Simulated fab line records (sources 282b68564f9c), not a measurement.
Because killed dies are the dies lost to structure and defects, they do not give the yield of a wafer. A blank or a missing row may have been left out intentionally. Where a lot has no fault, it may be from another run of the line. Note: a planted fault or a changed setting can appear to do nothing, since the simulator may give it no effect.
Which of the tools did it?    flow ritCmos    15 lots, 45 wafers sampled, at 2 steps of a route of 202

WHAT THE GAUGES SHOWED, per wafer
The record lacks any reading of a measuring or inspecting step that a usual standard deviation could be used to judge.

WHAT TOOL EACH LOT RAN ON (gives the tool, then ch and the chambers of the sampled wafers, and finally the start)
lot   RIT_SILICIDE_RTA_04             RIT_M1_PROBE_99
L395  rtpAnneal-01 ch 0, day 3 05:13  prober-01, day 3 11:57
L396  rtpAnneal-02 ch 0, day 3 13:29  prober-02, day 3 20:28
L397  rtpAnneal-01 ch 0, day 3 18:46  -
L400  rtpAnneal-02 ch 0, day 4 10:44  -
L402  rtpAnneal-02 ch 0, day 4 19:17  prober-02, day 5 03:16
L407  rtpAnneal-01 ch 0, day 5 18:39  -
L408  rtpAnneal-02 ch 0, day 5 21:59  -
L409  rtpAnneal-01 ch 0, day 6 07:14  -
L410  rtpAnneal-02 ch 0, day 6 10:55  -
L412  rtpAnneal-02 ch 0, day 6 20:26  prober-02, day 7 03:08
L414  rtpAnneal-02 ch 0, day 7 06:49  -
L415  rtpAnneal-01 ch 0, day 7 09:16  -
L416  rtpAnneal-02 ch 0, day 7 16:26  -
L417  rtpAnneal-01 ch 0, day 7 20:55  prober-01, day 8 03:48
L418  rtpAnneal-02 ch 0, day 7 23:45  -
- RIT_SILICIDE_RTA_04: time 10 s, ramp up 5 s, ramp down 5 s.
- RIT_M1_PROBE_99

AS READ BY THE TOOLS THEMSELVES (means over the sampled wafers that have a number; for cases with no such wafer, the mark the record gives instead)
RIT_SILICIDE_RTA_04. Usual: wafer_temp_C_max at 652.8, with a standard deviation of 0.66.
lot   tool          wafer_temp_C_max  flag
L395  rtpAnneal-01  652.8             
L396  rtpAnneal-02  653.1             
L397  rtpAnneal-01  652.8             
L400  rtpAnneal-02  653.1             
L402  rtpAnneal-02  652.7             
L407  rtpAnneal-01  652.4             
L408  rtpAnneal-02  653.2             
L409  rtpAnneal-01  652.4             
L410  rtpAnneal-02  652.7             
L412  rtpAnneal-02  653.3             
L414  rtpAnneal-02  652.8             
L415  rtpAnneal-01  653.1             
L416  rtpAnneal-02  653.5             
L417  rtpAnneal-01  653.0             
L418  rtpAnneal-02  652.9             

RIT_M1_PROBE_99. Usual: killedAtContacts 0.1, standard deviation 0.3; killedAtFrontEnd 6.7, standard deviation 2.6; killedDies 6.8, standard deviation 2.6; killedOpen 3.3, standard deviation 1.7; killedShort 3.4, standard deviation 2.
lot   tool       killedAtContacts  killedAtFrontEnd  killedDies  killedOpen  killedShort  flag
L395  prober-01  0.0               8.0               8.0         4.0         3.7          
L396  prober-02  0.0               7.0               7.0         3.0         4.0          
L402  prober-02  0.0               5.7               5.7         2.3         3.3          
L412  prober-02  0.0               6.7               6.7         3.3         3.3          
L417  prober-01  0.0               7.0               7.0         3.7         3.3          

THE ANSWER, worked out from the rows above alone
Rule: lot off if the mean of its wafers having a number is beyond 3 standard deviations from the usual mean. A lot without any number at a reading at which 4 lots or more have one is off too. The other lots that the step has rows for count as sound. After the gauges, taken in route order, come the tools' own readings; for these a lot's mean is taken, as printed above. At the first step where some lot is off, the reading lying furthest off is the one used; lots without a number count as furthest.
Across all readings shown, no lot is off: no conclusion can be drawn from this.

WHAT HAD BEEN PUT IN BY THE SIMULATOR
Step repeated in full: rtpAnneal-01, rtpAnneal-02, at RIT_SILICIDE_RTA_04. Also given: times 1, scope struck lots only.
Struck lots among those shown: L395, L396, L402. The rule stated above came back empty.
